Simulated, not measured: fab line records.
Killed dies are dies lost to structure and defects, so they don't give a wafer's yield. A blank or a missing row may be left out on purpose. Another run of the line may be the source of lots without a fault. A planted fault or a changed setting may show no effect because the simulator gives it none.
Struck lot and sound lot, side by side    flow rit_cmos    27 steps out of a route of 202
Sound: wafers L136.2, L136.3, L136.4. Wafers L147.2, L147.3, L147.6 were the ones struck. The cause is given at the end.
Per side, at each step with rows, come the tool, then ch with its chambers, and then its first start. Under that, the readings that differ: sound wafers    struck wafers    difference of the means    sigmas: that difference in standard deviations of wafers without a fault.
alike: readings with means less than 2 such deviations apart, plus words and numbers identical on both sides. not compared: withheld readings, readings lacking a value on some wafer, bounds such as >300 that could conceal the same value, and numbers that have no deviation in the record and whose values overlap.
Wherever a step has rows on one side only, a row that says differs or no value, or a row with sigmas, the two part there. Numbers that don't overlap but have no deviation are shown without sigmas and don't part them. A reading that every wafer of one side lacks parts them only if that side has two wafers or more.

RIT_ACTIVE_BOW_MEAS_00:
  sound on film_metro-03, day 1 20:01; struck on film_metro-03, day 4 03:01
  alike: INCOMING_BOW
RIT_ACTIVE_OXIDATION_01: target thk 46.8 nm, ox time 3360 s.
  sound on furnace-03 ch 0, day 1 20:53; struck on furnace-03 ch 0, day 4 03:07
reading                                        sound              struck             difference  sigmas
model.SiO2_of_ACTIVE_OXIDATION_01.thk_nm (nm)  49.19 48.72 48.51  71.66 71.92 72.04  +23.07      
RIT_ACTIVE_THK_MEAS_02:
  sound on film_metro-01, day 1 22:50; struck on film_metro-03, day 4 05:17
reading                sound           struck          difference  sigmas
ACTIVE_OXIDE_THK (nm)  49.2 48.7 48.5  71.7 72.0 72.1  +23.1       +24
  not compared: hold
RIT_ACTIVE_THK_MEAS_04:
  sound on film_metro-03, day 2 00:19; struck on film_metro-02, day 4 08:11
  alike: ACTIVE_NITRIDE_THK
then, 6 steps without rows for these wafers: RIT_ACTIVE_HMDS_05 (prime time 60 s); RIT_ACTIVE_COAT_06 (resist thk 1000 nm); RIT_ACTIVE_SOFTBAKE_07 (time 60 s); RIT_ACTIVE_EXPOSE_08 (exposes mask M1, target cd 1400 nm); RIT_ACTIVE_PEB_09; RIT_ACTIVE_DEVELOP_10 (develop time 50 s).
RIT_ACTIVE_CD_MEAS_11: target cd 1400 nm.
  sound on cd_sem-01, day 2 01:22; struck on cd_sem-02, day 4 09:17
  alike: cd_nm
then, 1 step without rows for these wafers: RIT_ACTIVE_HARDBAKE_12 (time 60 s).
RIT_ACTIVE_ETCH_13: etches Si3N4 in SF6, stops on SiO2, time 210 s, target depth 210 nm.
  sound on rie_diel-03 ch 1,2,3, day 2 01:37; struck on rie_diel-04 ch 0,3, day 4 09:32
  alike: drypump_motor_current_A, oes_product_au, throttle_valve_pct
  not compared: rf_hours_counter_h
RIT_ACTIVE_STRIP_14: strips in O2, time 180 s.
  sound on plasma_asher-03 ch 0,1, day 2 01:45; struck on plasma_asher-04 ch 0,1, day 4 09:40
  alike: drypump_motor_current_A, rf_refl_power_W
  not compared: rf_hours_counter_h
RIT_ACTIVE_CD_MEAS_90: target cd 1400 nm.
  sound on cd_sem-01, day 2 01:56; struck on cd_sem-02, day 4 09:53
  alike: cd_nm
then, 4 steps without rows for these wafers: RIT_ACTIVE_CLEAN_15 (cleans in SC1, time 600 s); RIT_ACTIVE_CLEAN_16 (cleans in dHF, time 30 s); RIT_ACTIVE_CLEAN_17 (cleans in SC2, time 600 s); RIT_FOX1_OXIDATION_00 (target thk 350.7 nm, ox time 1130 s).
RIT_FOX1_THK_MEAS_01:
  sound on film_metro-01, day 2 05:32; struck on film_metro-04, day 4 11:42
  alike: FOX1_OXIDE_THK
then, 2 steps without rows for these wafers: RIT_FOX1_WET_ETCH_02 (etches SiO2 in BOE, target depth 350 nm, time 390 s); RIT_FOX2_OXIDATION_00 (target thk 350.7 nm, ox time 1130 s).
RIT_FOX2_THK_MEAS_01:
  sound on film_metro-01, day 2 07:02; struck on film_metro-04, day 4 13:12
  alike: FOX2_OXIDE_THK
then, 1 step without rows for these wafers: RIT_FOX2_CLEAN_02 (cleans in dHF, time 180 s).
RIT_FOX2_WET_ETCH_03: etches Si3N4 in H3PO4, target depth 195 nm, time 2700 s.
  sound on wet_bench-03 ch 2, day 2 07:08; struck on wet_bench-03 ch 3, day 4 14:01
reading                                        sound              struck             difference  sigmas
model.SiO2_of_ACTIVE_OXIDATION_01.thk_nm (nm)  43.47 42.19 42.12  63.03 63.69 63.41  +20.78      
RIT_FOX2_THK_MEAS_90:
  sound on film_metro-04, day 2 07:59; struck on film_metro-04, day 4 14:47
  alike: FIELD_OXIDE_LEFT_1_THK
RIT_M1_PROBE_99:
  sound on prober-02, day 3 20:37; struck on prober-01, day 6 09:26
  alike: killed_at_contacts, killed_at_front_end, killed_dies, killed_open, killed_short

## WHERE THEY PART
Within this record, at RIT_ACTIVE_THK_MEAS_02 only. Later steps at which nothing parts them and some readings are alike: RIT_ACTIVE_THK_MEAS_04, RIT_ACTIVE_CD_MEAS_11, RIT_ACTIVE_ETCH_13, RIT_ACTIVE_STRIP_14, RIT_ACTIVE_CD_MEAS_90, RIT_FOX1_THK_MEAS_01, RIT_FOX2_THK_MEAS_01, RIT_FOX2_THK_MEAS_90, RIT_M1_PROBE_99.

WHY: the cause the simulator had injected
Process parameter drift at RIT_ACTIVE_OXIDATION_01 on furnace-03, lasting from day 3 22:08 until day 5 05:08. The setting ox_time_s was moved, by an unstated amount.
